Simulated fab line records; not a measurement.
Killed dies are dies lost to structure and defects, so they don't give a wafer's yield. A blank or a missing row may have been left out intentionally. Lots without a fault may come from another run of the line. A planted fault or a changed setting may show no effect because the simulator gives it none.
Code-filled problem report in 8D (eight disciplines) form / flow rit_cmos / the parts of the form that need people (team, actions taken, sign-off) are left out

1. THE PROBLEM
CONTACT_TEOS_THK at RIT_CONTACT_THK_MEAS_01 reads a mean of 500 nm on 1 wafer of 1 lot; wafers without a fault read 400 nm with a standard deviation of 5.7. That is +18 standard deviations from the usual mean.
Earliest sighting: wafer L787.6 on film_metro-04 at day 7 13:34. At this step, 39 wafers from 13 lots have a number in the record. Rule for "out" (also "out of limits"): further than 4 standard deviations from the usual mean. All remaining wafers that have a number are taken as sound.

2. WHAT THIS IS AND IS NOT
question=which readings at this step; is=CONTACT_TEOS_THK; is not=-
question=which lots; is=L787; is not=L766, L767, L768, L769, L770, L772, L775, L777, L778, L779, L780, L783
question=which wafers of those lots; is=L787.6; is not=L787.3, L787.4
question=read on which gauges; is=film_metro-04; is not=film_metro-02, film_metro-03
question=when; is=from day 7 13:34; is not=up to then (38 sound wafers)

3. WHAT RULES OUT EACH SUSPECT
Counting: any tool at a process step up to the reading remains a suspect provided it ran every lot that is out. Sound lots after the first of them don't rule it out here, since some wafers of a struck lot are sound.
- the gauge at RIT_CONTACT_THK_MEAS_01: kept. All the wafers that are out were read on film_metro-04, and no step on other tools shows them out.
- pecvd-02 at RIT_CONTACT_CVD_00 (deposits SiO2 from TEOS, target thk 400 nm, time 61 s): kept. L787, the lot that is out, went through it at day 7 13:30; up to then, the latest sound lot through it was L778 at day 5 19:56.
- The sound lot-mates ran in chamber 2 of pecvd-02 at RIT_CONTACT_CVD_00, but the wafers that are out ran in chamber 0.
What counting leaves: pecvd-02 at RIT_CONTACT_CVD_00 and film_metro-04 at RIT_CONTACT_THK_MEAS_01.

4. THE CAUSE (what the simulator had put in)
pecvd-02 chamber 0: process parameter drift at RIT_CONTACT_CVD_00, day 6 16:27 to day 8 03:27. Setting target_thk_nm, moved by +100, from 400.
Of the 2 suspects that counting leaves, this tool is one.

5. THE EFFECT CHAIN, in route order
Rows list readings where the struck wafers' mean (over those with a number) sits beyond 3 standard deviations from the usual. Readings are gone through only where the record gives a usual standard deviation; hours: the median, over the lots, of the time from a lot's start at the first step in this table giving one to that lot's start at this step; sigmas: the change measured in usual standard deviations.
hours=0; step=RIT_CONTACT_THK_MEAS_01; reading=CONTACT_TEOS_THK; usual=400 nm; on struck wafers=500; change=+100; sigmas=+18

6. HOW IT WOULD HAVE BEEN CAUGHT EARLIER
In this record the first reading out of limits at a measuring or inspecting step was taken at day 7 13:34, 21 hours after the fault began at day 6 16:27.
No tool reading at RIT_CONTACT_CVD_00 that has a usual standard deviation in the record was out on any struck wafer, so an alarm limit of 4 standard deviations on those readings would not have fired.
Each of the lots that are out, 1 in all, had begun RIT_CONTACT_CVD_00 on pecvd-02 no later than day 7 13:34. A hold on the tool at that time would have spared none of them.
